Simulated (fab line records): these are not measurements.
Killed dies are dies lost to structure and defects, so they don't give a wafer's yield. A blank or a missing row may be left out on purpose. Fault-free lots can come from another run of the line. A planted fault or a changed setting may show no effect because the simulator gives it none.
Which tool did it?    flow berkeley_cmos170    Sampling: 7 lots, 21 wafers, 2 of 331 route steps

== WHAT THE GAUGES SHOWED, per wafer ==
UCB170_WELLDRIVE_THK_MEAS_02.
lot   measured     on             WELLDRIVE_OXIDE_THK (nm)
L333  day 4 15:20  film_metro-01  202 205 203
L335  day 4 15:20  film_metro-02  195 195 199
L337  day 5 01:35  film_metro-01  200 199 197
L339  day 5 07:55  film_metro-01  193 192 194
L342  day 5 23:36  film_metro-01  197 198 199
L348  day 7 07:46  film_metro-02  181 176 179
L351  day 8 01:41  film_metro-03  201 202 203

== WHICH TOOL RAN EACH LOT (tool, then ch and the chambers of the sampled wafers, then the start) ==
lot   UCB170_WELLDRIVE_OXIDATION_01
L333  furnace-04 ch 0, day 4 11:50
L335  furnace-04 ch 0, day 4 11:50
L337  furnace-01 ch 0, day 4 22:04
L339  furnace-02 ch 0, day 5 04:23
L342  furnace-01 ch 0, day 5 20:06
L348  furnace-01 ch 0, day 7 04:16
L351  furnace-02 ch 0, day 7 22:09
- UCB170_WELLDRIVE_OXIDATION_01: target thk 199 nm, ox time 9000 s.

== THE ANSWER, worked out from the rows above alone ==
Rule: the usual values come from the lots themselves. The widest of any qualifying gaps counts: lots, ordered by their means at a reading, are off when they make up no more than a third of the lots, leave a main group of 4 or more, and stand apart from it by 3 or more times the standard deviation of that group's means. If all means in a main group match to the digits the tables above print for the reading, that group is not used. A lot without any number at a reading at which 4 lots or more have one is off too. The other lots that the step has rows for count as sound.
Off: at UCB170_WELLDRIVE_THK_MEAS_02 (WELLDRIVE_OXIDE_THK), L348. The main group: mean 199 nm, standard deviation 3.4.
If a tool, at a process step before that reading, ran all the lots that are off and no sound lot after the first of them, it fits. Gauges at UCB170_WELLDRIVE_THK_MEAS_02: tried the same way as those tools. This does not decide it: 2 tools fit, namely furnace-01 at UCB170_WELLDRIVE_OXIDATION_01 and film_metro-02 at UCB170_WELLDRIVE_THK_MEAS_02.

== WHAT THE SIMULATOR PUT IN ==
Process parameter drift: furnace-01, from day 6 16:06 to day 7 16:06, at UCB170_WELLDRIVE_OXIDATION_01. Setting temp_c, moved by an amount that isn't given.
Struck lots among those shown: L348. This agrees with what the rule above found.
